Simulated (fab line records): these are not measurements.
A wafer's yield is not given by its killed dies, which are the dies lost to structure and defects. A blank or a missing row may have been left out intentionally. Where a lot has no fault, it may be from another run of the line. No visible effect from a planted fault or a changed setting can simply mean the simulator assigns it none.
A struck lot beside a sound one :: flow rit-cmos :: 14 out of 202 route steps
Sound: wafers L411.1, L411.2, L411.5. Wafers struck: L421.4, L421.5, L421.6. The cause is named last.
Per side, at each step with rows, come the tool, then ch with its chambers, and then its first start. Under that, the readings that differ: sound wafers :: struck wafers :: difference of the means :: sigmas: that difference in standard deviations of wafers without a fault.
alike: readings with means less than 2 such deviations apart, plus words and numbers identical on both sides. not compared: withheld readings, readings lacking a value on some wafer, bounds such as >300 that could conceal the same value, and numbers that have no deviation in the record and whose values overlap.
A row with sigmas, a row that says differs or no value, or rows on one side alone: a step with any of these is where the two part. Non-overlapping numbers with no deviation appear without sigmas and do not part them. A reading that every wafer of one side lacks parts them only if that side has two wafers or more.

first, 3 steps without rows for these wafers: RIT_NWELL_EXPOSE_03 (exposes mask M2, target cd 43900 nm); RIT_NWELL_PEB_04; RIT_NWELL_DEVELOP_05 (develop time 68 s).
RIT_NWELL_OVL_MEAS_06:
  sound: overlay-02 at day 3 17:23; struck: overlay-01 at day 5 19:14
reading: NWELL_OVL (nm)
sound: -1.1 -2.5 -1.7
struck: 1.8 1.8 1.5
difference: +3.5
sigmas: +2
then, 2 steps without rows for these wafers: RIT_NWELL_HARDBAKE_07 (time 120 s); RIT_NWELL_IMPLANT_08.
RIT_NWELL_STRIP_09: strips in O2, time 180 s.
  sound on plasma-asher-04 ch 0,1, day 3 17:50; struck on plasma-asher-01 ch 0,1, day 5 19:43
reading: rf-refl-power-W (W)
sound: 6.2 6.0 6.0
struck: 4.6 4.5 4.4
difference: -1.6
sigmas: -2
  alike: drypump-motor-current-A
  not compared: rf-hours-counter-h
RIT_NWELL_TW_MEAS_10:
  sound: film-metro-01 at day 3 18:00; struck: film-metro-02 at day 5 19:52
  alike: NWELL_TW
then, 2 steps without rows for these wafers: RIT_PWELL_HMDS_00 (prime time 60 s); RIT_PWELL_COAT_01 (resist thk 1300 nm).
RIT_PWELL_SOFTBAKE_02: time 61.64 s.
  sound on litho-track-03 ch 0, day 3 18:22; struck on litho-track-02 ch 0, day 5 20:16
  alike: plate-sensor-t-centre-C, plate-sensor-t-edge-C
then, 1 step without rows for these wafers: RIT_PWELL_EXPOSE_03 (exposes mask M3, target cd 43700 nm).
RIT_PWELL_PEB_04:
  struck on litho-track-03, day 5 20:32; sound on litho-track-03 ch 0, day 3 18:46
reading: exhaust-pa (Pa)
sound: 45.1 45.6 46.3
struck: - - -
difference: no value on the struck wafers
sigmas: 
  not compared: chill-plate-temp-C
then, 1 step without rows for these wafers: RIT_PWELL_DEVELOP_05 (develop time 68 s).

## WHERE THEY PART
Earliest at RIT_NWELL_OVL_MEAS_06; latest, in this record, at RIT_PWELL_PEB_04.

WHY: the cause the simulator had injected
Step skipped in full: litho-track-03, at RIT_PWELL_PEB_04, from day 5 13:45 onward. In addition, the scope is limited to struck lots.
